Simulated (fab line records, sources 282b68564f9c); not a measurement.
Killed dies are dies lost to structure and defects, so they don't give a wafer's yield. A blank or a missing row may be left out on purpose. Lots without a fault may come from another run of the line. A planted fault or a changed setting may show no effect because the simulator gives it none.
A struck lot beside a sound one | flow rit_cmos | 43 steps out of a route of 202
Sound: wafers L876.2, L876.3, L876.5. Struck: wafer L883.6. (L883.4, L883.5 of the same lot were not struck and are left out.) The cause comes at the end.
At each step with rows: each side's tool, then ch and its chambers, then its first start. Under that, the readings that differ: sound wafers | struck wafers | difference of the means | sigmas: that difference in standard deviations of wafers without a fault.
alike: readings whose means differ by less than 2 such deviations, and words and numbers that are the same on both sides. not compared: withheld readings, readings that some wafer has no value for, bounds like >300 that may hide the same value, and numbers for which the record gives no deviation and whose values overlap.
The two part at a step that has a row with sigmas, a row that says differs or no value, or rows on one side only. Numbers that don't overlap but have no deviation are shown without sigmas and don't part them. A reading that every wafer of one side lacks parts them only if that side has two wafers or more.

RIT_GATE_THK_MEAS_07:
  sound on film_metro-03, day 2 12:02; struck on film_metro-02, day 3 22:04
  alike: GATE_OXIDE_THK
then, 1 step without rows for these wafers: RIT_GATE_CVD_08 (deposits poly-Si from SiH4, target thk 250 nm, time 2220 s).
RIT_GATE_THK_MEAS_09:
  sound on film_metro-02, day 2 13:59; struck on film_metro-02, day 4 00:02
  reading            | sound             | struck | difference | sigmas
  GATE_POLY_THK (nm) | 255.5 254.6 255.8 | 249.5  | -5.8       | -3
then, 6 steps without rows for these wafers: RIT_GATE_HMDS_10 (prime time 60 s); RIT_GATE_COAT_11 (resist thk 856 nm); RIT_GATE_SOFTBAKE_12 (time 60 s); RIT_GATE_EXPOSE_13 (exposes mask M6, target cd 150 nm); RIT_GATE_PEB_14; RIT_GATE_DEVELOP_15 (develop time 50 s).
RIT_GATE_CD_MEAS_16: target cd 150 nm.
  sound on cd_sem-01, day 2 14:55; struck on cd_sem-01, day 4 01:00
  alike: cd_nm
RIT_GATE_OVL_MEAS_17:
  sound on overlay-02, day 2 15:01; struck on overlay-02, day 4 01:05
  alike: GATE_OVL
then, 1 step without rows for these wafers: RIT_GATE_HARDBAKE_18 (time 60 s).
RIT_GATE_ETCH_19: etches poly-Si in SF6/CHF3/O2, stops on SiO2, time 165 s, target depth 312.5 nm.
  sound on rie_si-02 ch 0,1,2, day 2 15:12; struck on rie_si-01 ch 3, day 4 01:14
  alike: CHF3_flow_sccm, SF6_flow_sccm, drypump_motor_current_A, oes_product_au, throttle_valve_pct
  not compared: rf_hours_counter_h
RIT_GATE_STRIP_20: strips in O2, time 180 s.
  sound on plasma_asher-01 ch 1, day 2 15:19; struck on plasma_asher-01 ch 0, day 4 01:25
  alike: drypump_motor_current_A
  not compared: rf_hours_counter_h
RIT_GATE_CD_MEAS_90: target cd 150 nm.
  sound on cd_sem-02, day 2 15:30; struck on cd_sem-02, day 4 01:35
  alike: cd_nm
then, 4 steps without rows for these wafers: RIT_REOX_CLEAN_00 (cleans in SC1, time 600 s); RIT_REOX_CLEAN_01 (cleans in dHF, time 30 s); RIT_REOX_CLEAN_02 (cleans in SC2, time 600 s); RIT_REOX_OXIDATION_03 (target thk 25.2 nm, ox time 5580 s).
RIT_REOX_THK_MEAS_04:
  sound on film_metro-01, day 2 18:34; struck on film_metro-01, day 4 07:40
  alike: REOX_OXIDE_THK
then, 6 steps without rows for these wafers: RIT_NLDD_HMDS_00 (prime time 60 s); RIT_NLDD_COAT_01 (resist thk 1000 nm); RIT_NLDD_SOFTBAKE_02 (time 60 s); RIT_NLDD_EXPOSE_03 (exposes mask M7, target cd 40700 nm); RIT_NLDD_PEB_04; RIT_NLDD_DEVELOP_05 (develop time 50 s).
RIT_NLDD_OVL_MEAS_06:
  sound on overlay-01, day 2 19:35; struck on overlay-02, day 4 08:33
  alike: NLDD_OVL
then, 2 steps without rows for these wafers: RIT_NLDD_HARDBAKE_07 (time 60 s); RIT_NLDD_IMPLANT_08.
RIT_NLDD_STRIP_09: strips in O2, time 180 s.
  sound on plasma_asher-02 ch 0,1, day 2 19:55; struck on plasma_asher-01 ch 1, day 4 08:56
  alike: drypump_motor_current_A
  not compared: rf_hours_counter_h
RIT_NLDD_TW_MEAS_10:
  sound on film_metro-04, day 2 20:07; struck on film_metro-04, day 4 09:05
  alike: NLDD_TW
then, 6 steps without rows for these wafers: RIT_PLDD_HMDS_00 (prime time 60 s); RIT_PLDD_COAT_01 (resist thk 1000 nm); RIT_PLDD_SOFTBAKE_02 (time 60 s); RIT_PLDD_EXPOSE_03 (exposes mask M8, target cd 40900 nm); RIT_PLDD_PEB_04; RIT_PLDD_DEVELOP_05 (develop time 50 s).
RIT_PLDD_OVL_MEAS_06:
  sound on overlay-02, day 2 21:20; struck on overlay-02, day 4 09:58
  reading       | sound        | struck | difference | sigmas
  PLDD_OVL (nm) | 1.1 -0.7 0.2 | -3.9   | -4.1       | -3
then, 2 steps without rows for these wafers: RIT_PLDD_HARDBAKE_07 (time 60 s); RIT_PLDD_IMPLANT_08.
RIT_PLDD_STRIP_09: strips in O2, time 180 s.
  sound on plasma_asher-02 ch 0,1, day 2 21:40; struck on plasma_asher-03 ch 1, day 4 10:21
  alike: drypump_motor_current_A
  not compared: rf_hours_counter_h
RIT_PLDD_TW_MEAS_10:
  sound on film_metro-01, day 2 21:51; struck on film_metro-04, day 4 10:30
  reading | sound          | struck | difference | sigmas
  PLDD_TW | 2405 2393 2402 | 2338   | -62        | -2
RIT_M1_PROBE_99:
  sound on prober-02, day 3 11:13; struck on prober-01, day 5 00:01
  reading             | sound  | struck | difference | sigmas
  killed_at_front_end | 7 9 14 | 38     | +28        | +8
  killed_dies         | 7 9 14 | 38     | +28        | +8
  alike: killed_open, killed_short

WHERE THEY PART
First at RIT_GATE_THK_MEAS_09; last, within this record, at RIT_M1_PROBE_99.

WHY: what the simulator had put in
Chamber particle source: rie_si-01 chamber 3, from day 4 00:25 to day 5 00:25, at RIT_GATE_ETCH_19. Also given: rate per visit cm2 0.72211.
